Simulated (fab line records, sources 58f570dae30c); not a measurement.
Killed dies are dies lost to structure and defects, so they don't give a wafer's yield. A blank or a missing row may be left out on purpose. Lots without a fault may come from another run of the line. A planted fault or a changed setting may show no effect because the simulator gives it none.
One fault seen from 2 desks | flow berkeley_cmos170 | each desk has only its own numbers; what lay behind them comes last

THE METROLOGY DESK
What the gauges read, lot by lot, whatever tool the lot ran on: means of the sampled wafers that have a number. A lot is out of limits, marked OUT, if its mean lies more than 4 standard deviations from the usual mean; the brackets give that distance.
Columns: A = FIELD_OXIDE_LEFT_1_THK at UCB170_FIELD_THK_MEAS_90, usual 438 nm; B = cd_nm at UCB170_NSD_CD_MEAS_06, usual 1199.9 nm; C = SILICIDE_TI_THK at UCB170_SILICIDE_THK_MEAS_03, usual 30.0 nm
lot  | first seen here | A   | B                | C
L787 | day 5 16:22     | 436 | 1201.5           | 30.2
L790 | day 6 05:13     | 438 | 1200.0           | 29.8
L788 | day 6 05:16     | 448 | 1200.0           | 30.2
L789 | day 6 05:16     | 435 | 1199.6           | 30.3
L792 | day 6 19:39     | 438 | 1196.8           | 30.5
L791 | day 6 19:40     | 436 | 1199.3           | 30.2
L794 | day 7 04:11     | 426 | 1200.3           | 30.0
L793 | day 7 04:12     | 430 | 1198.4           | 30.1
L797 | day 7 19:05     | 436 | 1182.0 (-16) OUT | 30.3
L796 | day 7 19:05     | 437 | 1181.9 (-16) OUT | 29.7
L804 | day 9 03:49     | 443 | 1199.6           | 30.0
L807 | day 9 15:01     | 451 | 1200.0           | 30.2
L808 | day 9 15:01     | 442 | 1199.3           | 29.8
L806 | day 9 15:05     | 447 | 1199.8           | 30.3
This desk's finding: out of limits on L796, L797; first on L796, day 9 23:08 (cd_nm at UCB170_NSD_CD_MEAS_06). In limits: L787, L790, L788, L789, L792, L791, L794, L793, L804, L807, L808, L806.

THE TOOL OWNER'S DESK: litho_track-01
The tool's own readings at UCB170_NSD_PEB_04: means of the sampled wafers that have a number, for each lot that ran on this tool. A lot is out of limits, marked OUT, if its mean lies more than 4 standard deviations from the usual mean; the brackets give that distance.
Columns: A = heater_power_total_W at UCB170_NSD_PEB_04, usual 56.80 W
lot  | first seen here | A
L788 | day 8 09:00     | 56.78
L793 | day 9 00:55     | 56.83
L792 | day 9 03:50     | 56.78
L794 | day 9 04:07     | 56.77
L796 | day 9 22:52     | 61.57 (+99 or more) OUT
L797 | day 9 23:07     | 61.67 (+99 or more) OUT
This desk's finding: out of limits on L796, L797; first on L796, day 9 22:52 (heater_power_total_W at UCB170_NSD_PEB_04). In limits: L788, L793, L792, L794.

PUT TOGETHER
The tool owner's desk could have raised an alarm at day 9 22:52, on L796, L797.
The metrology desk could have raised an alarm at day 9 23:08, on L796, L797.
Of the lots named, all ran UCB170_NSD_PEB_04 on litho_track-01.

WHAT THE SIMULATOR HAD PUT IN
Process parameter drift: litho_track-01, from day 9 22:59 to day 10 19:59, at UCB170_NSD_PEB_04. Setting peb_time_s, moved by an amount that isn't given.
Lots struck among those shown: L796, L797.
